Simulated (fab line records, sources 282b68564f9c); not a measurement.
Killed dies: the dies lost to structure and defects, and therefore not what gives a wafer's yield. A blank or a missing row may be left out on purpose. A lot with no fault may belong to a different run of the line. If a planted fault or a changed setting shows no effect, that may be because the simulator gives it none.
fab line records ; flow rit_cmos
[record] lots = 6; wafers = 18; last_day = 7
route steps=202 shown GATE@83
lots that met no fault: from a run of the same line without faults
start_h: start of the lot's first displayed wafer, in hours after the record's first day ; wait_h: hours from the lot's prior step to this one ; " as in the row above ; L1.1+2: a single row standing in for several wafers ; - no value, or no start was given ; * or withheld: withheld ; < > ~ a bound
route shown NAME@n: a module of which the file shows steps, and the number in the route of the first ; usual: the fault-free wafers' mean and standard deviation ; same: alike in all rows ; chamber/n: place in a boat ; sites: per-site readings ; _std_site: how widely they spread, as a standard deviation ; _edge_site: mean of outer sites minus mean of inner sites ; radius_mm: how far each site lies from the wafer's centre ; mask NAME#n: copy n ; behind: the last tool/chamber to shape the wafer ; hold: the reason the lot was held/the length of the hold in hours/how it ended ; device: the transistor (n, p or np) that didn't switch ; end of line: at the end of the route, the tests of the same wafers ; step lacking rows: just its recipe ; killed: at the first sort, the dies lost to defects and structure; wafer yield is something else ; map: shows each die of a wafer: x if killed, . if not, _ if none is there
set.NAME: the run value of the setting; set.NAME@STEP: its run value at that earlier step ; model.NAME: the simulator's own value behind a step, which no gauge read
certain route steps with their lots: each step a table, each wafer a row
services: a tool's chamber out of use, with start hour (start_h, from the record's first day; less than 0 if before it), hours out, and reason
[[steps]]
[step RIT_GATE_THK_MEAS_07]
[recipe] reads = SiO2_of_GATE_OXIDATION_05
[usual] GATE_OXIDE_THK = 3.01/0.071
lot.wafer;tool;chamber;start_h;wait_h;GATE_OXIDE_THK[nm]
L378.3;film_metro-02;-;68.40;0.0;2.93
L378.5;film_metro-02;-;68.40;0.0;2.92
L378.6;film_metro-02;-;68.40;0.0;2.89
L379.2;film_metro-02;-;73.89;0.0;2.97
L379.3;film_metro-02;-;73.89;0.0;2.88
L379.4;film_metro-02;-;73.89;0.0;3.00
L389.1;film_metro-04;-;124.70;0.0;3.11
L389.2;film_metro-04;-;124.70;0.0;3.06
L389.4;film_metro-04;-;124.70;0.0;3.09
L390.1;film_metro-04;-;130.21;0.0;2.99
L390.4;film_metro-04;-;130.21;0.0;2.91
L390.6;film_metro-04;-;130.21;0.0;2.97
L393.1;film_metro-02;-;143.92;0.0;2.95
L393.2;film_metro-02;-;143.92;0.0;2.99
L393.6;film_metro-02;-;143.92;0.0;2.99
L394.1;film_metro-02;-;148.62;0.0;2.88
L394.3;film_metro-02;-;148.62;0.0;2.94
L394.4;film_metro-02;-;148.62;0.0;2.94
[step RIT_GATE_CVD_08]
[recipe] material = poly-Si; target_thk_nm = 250; temp_c = 610; precursor = SiH4; time_s = 2220; pressure_mtorr = 300; sih4_flow_sccm = 100
[step RIT_GATE_THK_MEAS_09]
[recipe] reads = poly-Si_of_GATE_CVD_08
[usual] GATE_POLY_THK = 250.5/2.7
lot.wafer;tool;chamber;start_h;wait_h;GATE_POLY_THK[nm]
L378.3;film_metro-02;-;70.08;0.0;245.2
L378.5;film_metro-02;-;70.08;0.0;245.5
L378.6;film_metro-02;-;70.08;0.0;244.6
L379.2;film_metro-02;-;75.56;0.0;250.2
L379.3;film_metro-02;-;75.56;0.0;249.9
L379.4;film_metro-02;-;75.56;0.0;248.9
L389.1;film_metro-02;-;127.18;0.0;249.6
L389.2;film_metro-02;-;127.18;0.0;249.4
L389.4;film_metro-02;-;127.18;0.0;250.9
L390.1;film_metro-01;-;131.88;0.0;245.6
L390.4;film_metro-01;-;131.88;0.0;248.9
L390.6;film_metro-01;-;131.88;0.0;247.7
L393.1;film_metro-02;-;145.60;0.0;251.2
L393.2;film_metro-02;-;145.60;0.0;251.3
L393.6;film_metro-02;-;145.60;0.0;251.7
L394.1;film_metro-01;-;150.29;0.0;252.9
L394.3;film_metro-01;-;150.29;0.0;251.5
L394.4;film_metro-01;-;150.29;0.0;252.2
[step RIT_GATE_HMDS_10]
[recipe] prime_time_s = 60; prime_temp_c = 140
[step RIT_GATE_COAT_11]
[recipe] resist = NOVOLAK; spin_rpm = 4250; resist_thk_nm = 850
[step RIT_GATE_SOFTBAKE_12]
[recipe] resist = NOVOLAK; temp_c = 90; time_s = 60
[step RIT_GATE_EXPOSE_13]
[recipe] mask_id = M6; na = 0.6; source_shape = conventional; sigma_outer = 0.6; target_cd_nm = 150; dose_mj = 380
[step RIT_GATE_PEB_14]
[recipe] resist = NOVOLAK; temp_c = withheld; time_s = withheld
[step RIT_GATE_DEVELOP_15]
[recipe] resist = NOVOLAK; develop_time_s = 50; dev_temp_c = 23
[step RIT_GATE_CD_MEAS_16]
[recipe] target_cd_nm = 150
[usual] cd_nm = 149.6/2.2
lot.wafer;tool;chamber;start_h;wait_h;cd_nm
L378.3;cd_sem-02;-;71.13;-;147.9
L378.5;cd_sem-02;-;71.13;-;146.8
L378.6;cd_sem-02;-;71.13;-;149.0
L379.2;cd_sem-02;-;76.48;-;145.6
L379.3;cd_sem-02;-;76.48;-;148.0
L379.4;cd_sem-02;-;76.48;-;148.0
L389.1;cd_sem-01;-;128.09;-;151.9
L389.2;cd_sem-01;-;128.09;-;151.7
L389.4;cd_sem-01;-;128.09;-;151.5
L390.1;cd_sem-02;-;132.79;-;150.8
L390.4;cd_sem-02;-;132.79;-;152.9
L390.6;cd_sem-02;-;132.79;-;153.2
L393.1;cd_sem-02;-;146.51;-;148.5
L393.2;cd_sem-02;-;146.51;-;145.8
L393.6;cd_sem-02;-;146.51;-;146.3
L394.1;cd_sem-02;-;151.36;-;147.7
L394.3;cd_sem-02;-;151.36;-;145.2
L394.4;cd_sem-02;-;151.36;-;147.6
[step RIT_GATE_OVL_MEAS_17]
[usual] GATE_OVL = 0.2/1.6
lot.wafer;tool;chamber;start_h;wait_h;GATE_OVL[nm]
L378.3;overlay-01;-;71.22;0.1;1.1
L378.5;overlay-01;-;71.22;0.1;0.7
L378.6;overlay-01;-;71.22;0.1;1.3
L379.2;overlay-02;-;76.59;0.1;-0.8
L379.3;overlay-02;-;76.59;0.1;1.3
L379.4;overlay-02;-;76.59;0.1;0.6
L389.1;overlay-02;-;128.21;0.1;2.6
L389.2;overlay-02;-;128.21;0.1;-0.1
L389.4;overlay-02;-;128.21;0.1;0.7
L390.1;overlay-02;-;132.91;0.1;-2.7
L390.4;overlay-02;-;132.91;0.1;-1.5
L390.6;overlay-02;-;132.91;0.1;-1.3
L393.1;overlay-01;-;146.63;0.1;-3.6
L393.2;overlay-01;-;146.63;0.1;-3.4
L393.6;overlay-01;-;146.63;0.1;-3.2
L394.1;overlay-02;-;151.48;0.1;1.7
L394.3;overlay-02;-;151.48;0.1;2.8
L394.4;overlay-02;-;151.48;0.1;3.6
[step RIT_GATE_HARDBAKE_18]
[recipe] resist = NOVOLAK; temp_c = 140; time_s = 60
[step RIT_GATE_ETCH_19]
[recipe] chemistry = SF6/CHF3/O2; time_s = 165; SF6_flow_sccm = 30; CHF3_flow_sccm = 30; O2_flow_sccm = 5; target = poly-Si; pressure_mtorr = 40; rf_w = 160; target_depth_a = 3125; over_etch_frac = 0.25; stop_on = SiO2
[usual] CHF3_flow_sccm = 30.00/0.082; O2_flow_sccm = 5.000/0.016; drypump_motor_current_A = 5.96/0.28; he_backside_leak_sccm = 2.69/0.21; oes_product_au = 0.856/0.014; throttle_valve_pct = 10.20/0.075; time_s = 165/0
lot.wafer;tool;chamber;start_h;wait_h;CHF3_flow_sccm;O2_flow_sccm;drypump_motor_current_A;he_backside_leak_sccm;oes_product_au;rf_hours_counter_h;throttle_valve_pct;time_s;model.NOVOLAK_of_GATE_COAT_11.thk_nm;model.SiO2_of_FOX2_OXIDATION_00.thk_nm
L378.3;rie_si-01;1;71.40;0.1;29.91;4.992;5.45;2.67;0.842;3;10.19;165;673.6;251.7
L378.5;rie_si-01;1;71.40;0.1;29.94;4.990;5.45;2.84;0.841;-;10.19;165;672.1;252.6
L378.6;rie_si-01;0;71.40;0.1;30.04;5.003;5.71;2.60;0.854;-;10.15;165;673.1;253.8
L379.2;rie_si-01;0;76.95;0.1;29.91;5.003;5.74;2.81;0.871;14;10.12;165;675.6;246.6
L379.3;rie_si-01;3;76.95;0.1;30.00;5.015;6.18;3.10;0.851;143;10.10;165;671.4;244.9
L379.4;rie_si-01;2;76.95;0.1;29.95;4.992;5.97;2.60;0.839;112;10.31;165;668.7;246.6
L389.1;rie_si-01;3;128.40;0.1;-;-;-;-;-;-;-;-;753.3;245.9
L389.2;rie_si-01;0;128.40;0.1;-;-;-;-;-;-;-;-;752.3;251.5
L389.4;rie_si-01;2;128.40;0.1;-;-;-;-;-;-;-;-;755.6;246.6
L390.1;rie_si-02;1;133.10;0.1;-;-;-;-;-;-;-;-;751.6;258
L390.4;rie_si-02;2;133.10;0.1;-;-;-;-;-;-;-;-;750.5;261.3
L390.6;rie_si-02;1;133.10;0.1;-;-;-;-;-;-;-;-;751.6;258.1
L393.1;rie_si-01;2;146.82;0.1;30.05;5.007;6.00;2.58;0.844;113;10.30;165;664.5;252.8
L393.2;rie_si-01;1;146.82;0.1;30.00;4.976;5.44;2.64;0.848;4;10.19;165;673;252.2
L393.6;rie_si-01;1;146.82;0.1;30.14;4.991;5.45;2.64;0.852;-;10.18;165;672.5;252.7
L394.1;rie_si-02;0;151.67;0.1;30.00;5.011;6.07;2.46;0.841;0;10.11;165;667.8;248.2
L394.3;rie_si-02;1;151.67;0.1;29.89;5.000;6.01;2.81;0.848;2;10.25;165;669.2;250.5
L394.4;rie_si-02;2;151.67;0.1;29.92;4.991;5.85;2.49;0.867;2;10.18;165;667.8;241
[step RIT_GATE_STRIP_20]
[recipe] chemistry = O2; time_s = 180; resist = NOVOLAK; platen_temp_c = withheld; power_w = 500; pressure_mtorr = 4000; o2_flow_sccm = 4000
[usual] drypump_motor_current_A = 5.6/0.66; rf_refl_power_W = 6.6/0.96
[same] time_s = 180
lot.wafer;tool;chamber;start_h;wait_h;drypump_motor_current_A;rf_hours_counter_h;rf_refl_power_W
L378.3;plasma_asher-01;0;71.56;0.1;5.4;-;7.0
L378.5;plasma_asher-01;0;71.56;0.1;5.4;-;7.0
L378.6;plasma_asher-01;1;71.56;0.1;5.0;-;6.0
L379.2;plasma_asher-04;1;77.06;0.1;4.7;45;7.8
L379.3;plasma_asher-04;0;77.06;0.1;6.2;-;6.2
L379.4;plasma_asher-04;1;77.06;0.1;4.7;-;8.5
L389.1;plasma_asher-04;0;128.51;0.1;6.2;51;6.4
L389.2;plasma_asher-04;1;128.51;0.1;4.7;51;7.9
L389.4;plasma_asher-04;0;128.51;0.1;6.2;-;6.3
L390.1;plasma_asher-01;0;133.26;0.1;5.4;2;7.2
L390.4;plasma_asher-01;0;133.26;0.1;5.4;-;7.2
L390.6;plasma_asher-01;0;133.26;0.1;5.4;-;7.2
L393.1;plasma_asher-03;1;146.92;0.1;6.6;52;5.1
L393.2;plasma_asher-03;0;146.92;0.1;5.6;52;7.0
L393.6;plasma_asher-03;1;146.92;0.1;6.6;-;5.1
L394.1;plasma_asher-03;1;151.78;0.1;6.6;52;5.3
L394.3;plasma_asher-03;1;151.78;0.1;6.6;-;5.4
L394.4;plasma_asher-03;0;151.78;0.1;5.6;-;7.1
[step RIT_GATE_CD_MEAS_90]
[recipe] target_cd_nm = 150
[usual] cd_nm = 149.6/2.2
lot.wafer;tool;chamber;start_h;wait_h;cd_nm
L378.3;cd_sem-02;-;71.72;0.1;147.9
L378.5;cd_sem-02;-;71.72;0.1;146.9
L378.6;cd_sem-02;-;71.72;0.1;149.0
L379.2;cd_sem-01;-;77.26;0.1;146.0
L379.3;cd_sem-01;-;77.26;0.1;147.8
L379.4;cd_sem-01;-;77.26;0.1;148.0
L389.1;cd_sem-01;-;128.68;0.1;-
L389.2;cd_sem-01;-;128.68;0.1;-
L389.4;cd_sem-01;-;128.68;0.1;-
L390.1;cd_sem-01;-;133.44;0.1;-
L390.4;cd_sem-01;-;133.44;0.1;-
L390.6;cd_sem-01;-;133.44;0.1;-
L393.1;cd_sem-02;-;147.10;0.1;148.2
L393.2;cd_sem-02;-;147.10;0.1;146.5
L393.6;cd_sem-02;-;147.10;0.1;146.2
L394.1;cd_sem-01;-;151.95;0.1;147.5
L394.3;cd_sem-01;-;151.95;0.1;144.8
L394.4;cd_sem-01;-;151.95;0.1;147.6
[[services]]
tool;chamber;start_h;hours;kind
rie_si-02;-;75.80;1.2;repair
rie_si-01;2;79.38;5.0;repair
rie_si-01;3;84.62;4.9;repair
plasma_asher-01;-;108.85;9.0;pm
plasma_asher-01;0;108.85;9.0;vent_cycle
plasma_asher-01;1;108.85;9.0;vent_cycle
rie_si-02;0;111.21;6.5;repair
rie_si-02;0;117.69;-;clean
rie_si-02;0;117.69;18.6;scheduled_down
rie_si-02;0;117.69;18.6;vent_cycle
plasma_asher-01;0;117.85;-;clean
plasma_asher-01;1;117.85;-;clean
rie_si-02;3;128.69;6.2;repair
rie_si-01;3;142.15;-;clean
rie_si-01;3;142.15;15.1;scheduled_down
rie_si-01;3;142.15;15.1;vent_cycle
plasma_asher-04;-;151.20;3.0;repair
[[key]]
[first_sign] step = RIT_GATE_ETCH_19; reading = tool_record; direction = missing
[effect] step = RIT_GATE_CD_MEAS_90; reading = cd_nm; direction = missing
[model_effect] step = RIT_GATE_ETCH_19; value = NOVOLAK_of_GATE_COAT_11.thk_nm; without = 671.8; struck = 752.5
met_at RIT_GATE_ETCH_19
struck_wafers L389.1,L389.2,L389.4,L390.1,L390.4,L390.6
later_rows_left_out L389.1,L389.2,L389.4,L390.1,L390.4,L390.6
sort_left_out L389.1,L389.2,L389.4,L390.1,L390.4,L390.6
tester_left_out L389,L390
onset_between 76.95 128.40
[fault] kind = skipped_step_whole; tool = rie_si-01,rie_si-02; chamber = -; onset_h = 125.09; steps = RIT_GATE_ETCH_19; scope = struck_lots_only
// tester_left_out: of these lots the tester's yield and bins aren't shown, on N5 and GAA mostly nor the transistor test; their killed dies are dies lost to structure and defects alone, not to doping, threshold or leakage, so they don't give the yield
// sort_left_out: the simulated sort isn't trusted on such a fault, so these wafers' sort isn't shown, and their yield isn't known
// later_rows_left_out: the simulator's readings of these wafers behind a module that went badly wrong aren't trusted and aren't shown, but for the sort
